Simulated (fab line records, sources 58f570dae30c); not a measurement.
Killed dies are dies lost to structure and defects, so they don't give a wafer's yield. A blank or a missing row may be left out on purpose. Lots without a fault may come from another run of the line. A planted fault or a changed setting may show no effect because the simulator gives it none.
A struck lot beside a sound one | flow berkeley_cmos170 | 17 steps out of a route of 331
Sound: wafers L854.3, L854.5, L854.6. Struck: wafers L864.2, L864.4, L864.5. The cause comes at the end.
At each step with rows: each side's tool, then ch and its chambers, then its first start. Under that, the readings that differ: sound wafers | struck wafers | difference of the means | sigmas: that difference in standard deviations of wafers without a fault.
alike: readings whose means differ by less than 2 such deviations, and words and numbers that are the same on both sides. not compared: withheld readings, readings that some wafer has no value for, bounds like >300 that may hide the same value, and numbers for which the record gives no deviation and whose values overlap.
The two part at a step that has a row with sigmas, a row that says differs or no value, or rows on one side only. Numbers that don't overlap but have no deviation are shown without sigmas and don't part them. A reading that every wafer of one side lacks parts them only if that side has two wafers or more.

first, 2 steps without rows for these wafers: UCB170_PSD_PEB_04; UCB170_PSD_DEVELOP_05 (develop time 45 s).
UCB170_PSD_CD_MEAS_06: target cd 1200 nm.
  sound on cd_sem-02, day 8 02:07; struck on cd_sem-01, day 10 13:30
  alike: cd_nm
UCB170_PSD_OVL_MEAS_07:
  sound on overlay-02, day 8 02:12; struck on overlay-02, day 10 13:36
  alike: PSD_OVL
then, 1 step without rows for these wafers: UCB170_PSD_IMPLANT_08.
UCB170_PSD_STRIP_09: strips in O2.
  sound on plasma_asher-01 ch 0,1, day 8 02:25; struck on plasma_asher-02 ch 0, day 10 13:47
  reading                     | sound       | struck      | difference | sigmas
  drypump_motor_current_A (A) | 5.3 6.0 5.3 | 6.3 6.3 6.3 | +0.8       | +2
  alike: oes_product_au, strip_time_to_endpoint_s
  not compared: rf_hours_counter_h
UCB170_PSD_TW_MEAS_10:
  sound on film_metro-02, day 8 02:30; struck on film_metro-01, day 10 13:53
  alike: PSD_TW
then, 5 steps without rows for these wafers: UCB170_PSD_CLEAN_11 (cleans in SPM, time 600 s); UCB170_NSD_HMDS_00 (prime time 60 s); UCB170_NSD_COAT_01 (resist thk 900 nm); UCB170_NSD_SOFTBAKE_02 (time 60 s); UCB170_NSD_EXPOSE_03 (exposes mask NSELECT MOD, target cd 1200 nm).
UCB170_NSD_PEB_04:
  sound on litho_track-04 ch 0, day 8 04:28; struck on litho_track-04 ch 0, day 10 15:00
  reading                  | sound                | struck               | difference | sigmas
  heater_power_total_W (W) | 56.83 56.78 56.86    | 53.80 53.81 53.89    | -2.99      | -66
  plate_temp_C (C)         | 129.98 129.95 129.78 | 124.60 124.77 124.60 | -5.25      | -35
then, 1 step without rows for these wafers: UCB170_NSD_DEVELOP_05 (develop time 45 s).
UCB170_NSD_CD_MEAS_06: target cd 1200 nm.
  sound on cd_sem-02, day 8 04:46; struck on cd_sem-01, day 10 15:16
  reading    | sound                | struck               | difference | sigmas
  cd_nm (nm) | 1198.0 1199.5 1198.5 | 1154.6 1155.8 1155.2 | -43.5      | -31
UCB170_NSD_OVL_MEAS_07:
  sound on overlay-01, day 8 04:51; struck on overlay-01, day 10 15:22
  alike: NSD_OVL
then, 1 step without rows for these wafers: UCB170_M3_PROBE_99.

WHERE THEY PART
First at UCB170_PSD_STRIP_09; last, within this record, at UCB170_NSD_CD_MEAS_06. Later steps at which nothing parts them and some readings are alike: UCB170_NSD_OVL_MEAS_07.

WHY: what the simulator had put in
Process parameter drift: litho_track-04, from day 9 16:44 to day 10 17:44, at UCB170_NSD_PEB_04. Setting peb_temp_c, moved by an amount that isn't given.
